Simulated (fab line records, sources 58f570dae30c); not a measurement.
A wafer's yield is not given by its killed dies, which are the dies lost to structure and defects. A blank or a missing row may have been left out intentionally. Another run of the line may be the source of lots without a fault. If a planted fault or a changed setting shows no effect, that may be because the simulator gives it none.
2 desks looking at one fault / flow berkeley-cmos170 / each desk has only its own numbers; what lay behind them comes last

== THE METROLOGY DESK ==
What the gauges read, lot by lot, whatever tool the lot ran on: means of the sampled wafers that have a number. Any lot whose mean is over 4 standard deviations away from the usual mean is out of limits and marked OUT; that distance is given in the brackets.
Columns: A = cd-nm at UCB170_CONTACT_CD_MEAS_15, usual 699.8 nm
lot=L326; first seen here=day 8 03:38; A=698.3
lot=L329; first seen here=day 8 21:17; A=700.4
lot=L330; first seen here=day 9 07:40; A=698.9
lot=L333; first seen here=day 9 10:04; A=700.1
lot=L332; first seen here=day 9 10:22; A=702.0
lot=L337; first seen here=day 10 06:02; A=698.3
lot=L336; first seen here=day 10 07:01; A=697.7
lot=L339; first seen here=day 10 20:02; A=699.8
lot=L340; first seen here=day 11 01:04; A=700.7
lot=L342; first seen here=day 11 01:28; A=699.6
lot=L343; first seen here=day 11 01:42; A=698.9
lot=L344; first seen here=day 11 04:29; A=682.7 (-13) OUT
lot=L348; first seen here=day 12 18:52; A=686.4 (-10) OUT
lot=L349; first seen here=day 12 19:14; A=700.9
This desk's finding: out of limits on L344, L348; first on L344, day 11 04:29 (cd-nm at UCB170_CONTACT_CD_MEAS_15). In limits: L326, L329, L330, L333, L332, L337, L336, L339, L340, L342, L343, L349.

== THE TOOL OWNER'S DESK: litho-track-01 ==
UCB170_CONTACT_PEB_13, tool's own readings: per-lot mean of the sampled wafers with a number, covering each lot this tool ran. Any lot whose mean is over 4 standard deviations away from the usual mean is out of limits and marked OUT; that distance is given in the brackets.
Columns: A = heater-power-total-W at UCB170_CONTACT_PEB_13, usual 56.79 W; B = plate-temp-C at UCB170_CONTACT_PEB_13, usual 130.01 C
lot=L337; first seen here=day 10 05:46; A=56.80; B=129.94
lot=L339; first seen here=day 10 19:46; A=56.83; B=130.07
lot=L344; first seen here=day 11 04:00; A=55.45 (-30) OUT; B=127.70 (-18) OUT
lot=L348; first seen here=day 12 18:34; A=55.44 (-30) OUT; B=127.66 (-18) OUT
This desk's finding: out of limits on L344, L348; first on L344, day 11 04:00 (heater-power-total-W at UCB170_CONTACT_PEB_13). In limits: L337, L339.

== BROUGHT TOGETHER ==
At day 11 04:00, on L344, L348, the tool owner's desk was in a position to raise an alarm.
At day 11 04:29 the metrology desk could have sounded an alarm, on L344, L348.
All the named lots went through UCB170_CONTACT_PEB_13 on litho-track-01.

== WHAT THE SIMULATOR HAD PUT IN ==
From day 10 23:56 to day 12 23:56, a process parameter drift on litho-track-01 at UCB170_CONTACT_PEB_13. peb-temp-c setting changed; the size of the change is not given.
Lots struck among those shown: L344, L348.
Time in hours from fault onset to the first out-of-limits reading at each desk: tool owner's desk 4, metrology desk 5.
